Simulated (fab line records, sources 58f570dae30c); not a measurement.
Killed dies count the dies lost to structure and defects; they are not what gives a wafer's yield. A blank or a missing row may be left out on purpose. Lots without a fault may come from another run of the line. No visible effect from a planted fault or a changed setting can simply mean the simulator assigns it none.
The tool behind it: which one?	flow berkeley cmos170	Sampling: 15 lots, 45 wafers, 3 of 331 route steps

WHAT THE GAUGES READ, wafer by wafer
UCB170_ACTIVE_CD_MEAS_90: the cd target is 1200 nm.
lot	measured	on	cd nm (nm)
L236	day 4 07:55	cd sem-01	1201.1 1199.6 1198.1
L238	day 4 10:34	cd sem-02	1198.0 1197.5 1199.2
L237	day 4 10:45	cd sem-01	1203.0 1203.0 1203.8
L239	day 4 18:49	cd sem-01	1202.4 1203.5 1201.8
L240	day 4 19:03	cd sem-02	1200.5 1200.0 1199.6
L244	day 5 17:38	cd sem-02	1202.0 1201.7 1202.2
L243	day 5 17:55	cd sem-02	1198.9 1198.9 1200.0
L245	day 5 22:04	cd sem-01	1201.6 1201.3 1203.7
L246	day 6 03:32	cd sem-02	1200.1 1200.0 1199.5
L247	day 6 12:23	cd sem-02	1201.6 1203.0 1201.5
L251	day 7 08:52	cd sem-01	1198.5 1196.6 1197.5
L253	day 7 14:50	cd sem-01	1201.1 1201.7 1202.1
L255	day 8 05:14	cd sem-01	1202.0 1202.7 1201.7
L257	day 8 14:23	cd sem-02	1198.7 1200.2 1199.6
L258	day 8 20:19	cd sem-02	1201.8 1202.4 1202.6

UCB170_NVT_OVL_MEAS_06.
lot	measured	on	NVT_OVL (nm)
L236	day 5 14:30	overlay-02	13 7 5
L238	day 5 18:24	overlay-02	12 15 14
L237	day 5 13:31	overlay-01	10 4 2
L239	day 5 21:55	overlay-01	-6 -6 -2
L240	day 5 22:01	overlay-01	7 4 13
L244	day 7 01:26	overlay-02	2 3 -8
L243	day 7 01:33	overlay-01	2 -5 7
L245	day 7 05:21	overlay-01	-1 -3 -5
L246	day 7 09:59	overlay-02	3 -3 -4
L247	day 7 15:54	overlay-01	6 3 4
L251	day 8 11:19	overlay-02	2 7 -3
L253	day 8 19:36	overlay-02	7 -4 7
L255	day 9 14:11	overlay-02	-3 0 2
L257	day 9 17:32	overlay-01	4 3 3
L258	day 10 03:52	overlay-02	5 2 1

TOOL THAT RAN EACH LOT (tool first, then ch and the chambers of the sampled wafers, then the start)
lot	UCB170_PFIELD_PEB_04
L236	litho track-04 ch 0, day 4 09:26
L238	litho track-02 ch 0, day 4 14:08
L237	litho track-02 ch 0, day 4 14:00
L239	litho track-02 ch 0, day 4 20:01
L240	litho track-02 ch 0, day 4 20:31
L244	litho track-03 ch 0, day 5 19:23
L243	litho track-02, day 5 19:38
L245	litho track-02, day 6 00:11
L246	litho track-03, day 6 04:46
L247	litho track-03 ch 0, day 6 13:31
L251	litho track-03 ch 0, day 7 10:11
L253	litho track-04 ch 0, day 7 16:52
L255	litho track-04 ch 0, day 8 09:05
L257	litho track-03 ch 0, day 8 15:15
L258	litho track-04 ch 0, day 8 21:53
- UCB170_PFIELD_PEB_04

AS READ BY THE TOOLS THEMSELVES (means over the sampled wafers that have a number; for cases with no such wafer, the mark the record gives instead)
UCB170_PFIELD_PEB_04.
lot	tool	chill plate temp C (C)	exhaust pa (Pa)
L236	litho track-04	23.08	46.6
L238	litho track-02	22.88	45.2
L237	litho track-02	22.84	44.9
L239	litho track-02	22.91	43.7
L240	litho track-02	23.03	44.9
L244	litho track-03	22.94	44.1
L243	litho track-02	-	-
L245	litho track-02	-	-
L246	litho track-03	-	-
L247	litho track-03	23.08	44.5
L251	litho track-03	23.15	45.0
L253	litho track-04	23.06	44.9
L255	litho track-04	22.88	44.2
L257	litho track-03	22.98	44.6
L258	litho track-04	23.03	45.2

THE ANSWER, worked out from the rows above alone
Rule: the usual values come from the lots themselves. The widest of any qualifying gaps counts: lots, ordered by their means at a reading, are off when they make up no more than a third of the lots, leave a main group of 4 or more, and stand apart from it by 3 or more times the standard deviation of that group's means. If all means in a main group match to the digits the tables above print for the reading, that group is not used. A lot without any number at a reading at which 4 lots or more have one is off too. Any other lot the step has rows for is counted as sound. First the gauges in route order, then the tools' own readings, where a lot's mean is used as printed above. The first step at which some lot is off is used, and at that step the reading that is off furthest; a lot without a number counts as furthest.
Off: L243, L245, L246 (UCB170_PFIELD_PEB_04, chill plate temp C). Without a number there: L243, L245, L246. For the main group the mean is 22.99 C and the standard deviation 0.094.
If a tool, at that step or one of the process steps before it, ran each lot that is off and ran no sound lot following the first of them, it fits. No candidate that was tried fits.

WHAT THE SIMULATOR PUT IN
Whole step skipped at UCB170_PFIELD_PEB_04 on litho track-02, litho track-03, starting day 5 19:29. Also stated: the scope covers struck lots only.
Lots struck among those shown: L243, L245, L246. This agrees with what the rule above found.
